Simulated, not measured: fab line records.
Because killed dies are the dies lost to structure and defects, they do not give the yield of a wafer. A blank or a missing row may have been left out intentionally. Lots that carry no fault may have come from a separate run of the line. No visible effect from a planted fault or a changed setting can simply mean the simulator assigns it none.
What tool caused it? | flow ritCmos | 13 lots (39 wafers sampled), 1 step of a 202-step route

== WHAT THE GAUGES READ, wafer by wafer ==
No reading from a measuring or inspecting step in the record can be judged against a usual standard deviation.

== EACH LOT AND THE TOOL THAT RAN IT (in order: tool; ch and the chambers of the sampled wafers; start) ==
lot  | RIT_NWELL_STRIP_09
L572 | plasmaAsher-04 ch 0,1, day 2 03:40
L571 | plasmaAsher-04 ch 1, day 2 04:24
L573 | plasmaAsher-04 ch 0,1, day 2 07:33
L574 | plasmaAsher-04 ch 0,1, day 2 18:41
L584 | plasmaAsher-04 ch 0,1, day 4 20:32
L585 | plasmaAsher-04 ch 0,1, day 5 00:27
L586 | plasmaAsher-01 ch 0,1, day 5 01:34
L588 | plasmaAsher-04 ch 0,1, day 5 19:07
L589 | plasmaAsher-04 ch 0,1, day 5 19:17
L590 | plasmaAsher-04 ch 0,1, day 5 22:56
L591 | plasmaAsher-02 ch 0,1, day 6 06:19
L592 | plasmaAsher-01 ch 0,1, day 6 11:49
L593 | plasmaAsher-02 ch 0,1, day 6 12:04
- RIT_NWELL_STRIP_09: strips in O2, time 180 s.

== AS READ BY THE TOOLS THEMSELVES (means over the sampled wafers that have a number; for cases with no such wafer, the mark the record gives instead) ==
RIT_NWELL_STRIP_09. Usual: chamberPressureMTorr 4000 mTorr, standard deviation 3.5; drypumpMotorCurrentA 5.9 A, standard deviation 0.41; o2FlowSccm 4000 sccm, standard deviation 11; runLengthS 208.3 s, standard deviation 0.51.
lot  | tool           | chamberPressureMTorr (mTorr) | drypumpMotorCurrentA (A) | o2FlowSccm (sccm) | runLengthS (s) | flag
L572 | plasmaAsher-04 | 3997                         | 6.0                      | 4001              | 208.5          | 
L571 | plasmaAsher-04 | 3999                         | 5.5                      | 3994              | 208.6          | 
L573 | plasmaAsher-04 | 4000                         | 5.7                      | 3999              | 208.5          | 
L574 | plasmaAsher-04 | 4001                         | 6.0                      | 3990              | 72.4           | OFF
L584 | plasmaAsher-04 | 4002                         | 5.9                      | 4001              | 208.2          | 
L585 | plasmaAsher-04 | 4001                         | 5.7                      | 4002              | 208.4          | 
L586 | plasmaAsher-01 | 4000                         | 5.8                      | 4012              | 208.3          | 
L588 | plasmaAsher-04 | 4001                         | 5.7                      | 4005              | 208.6          | 
L589 | plasmaAsher-04 | 4000                         | 6.0                      | 3994              | 208.2          | 
L590 | plasmaAsher-04 | 3999                         | 5.7                      | 3994              | 208.3          | 
L591 | plasmaAsher-02 | 3999                         | 5.6                      | 3990              | 208.5          | 
L592 | plasmaAsher-01 | 3995                         | 5.8                      | 3999              | 208.4          | 
L593 | plasmaAsher-02 | 3999                         | 5.8                      | 4007              | 208.0          | 

== THE ANSWER, worked out from the rows above alone ==
Rule: lot off if the mean of its wafers having a number is beyond 3 standard deviations from the usual mean. Also off: a lot with no number at a reading for which 4 or more lots have one. Any other lot the step has rows for is counted as sound. Order of review: gauges by route order, followed by the tools' own readings, for which a lot's mean as printed above is used. The first step at which some lot is off is used, and at that step the reading that is off furthest; a lot without a number counts as furthest.
Off at RIT_NWELL_STRIP_09 (runLengthS): L574.
If a tool, at that step or one of the process steps before it, ran each lot that is off and ran no sound lot following the first of them, it fits. None of those tried fits.

== WHAT THE SIMULATOR PUT IN ==
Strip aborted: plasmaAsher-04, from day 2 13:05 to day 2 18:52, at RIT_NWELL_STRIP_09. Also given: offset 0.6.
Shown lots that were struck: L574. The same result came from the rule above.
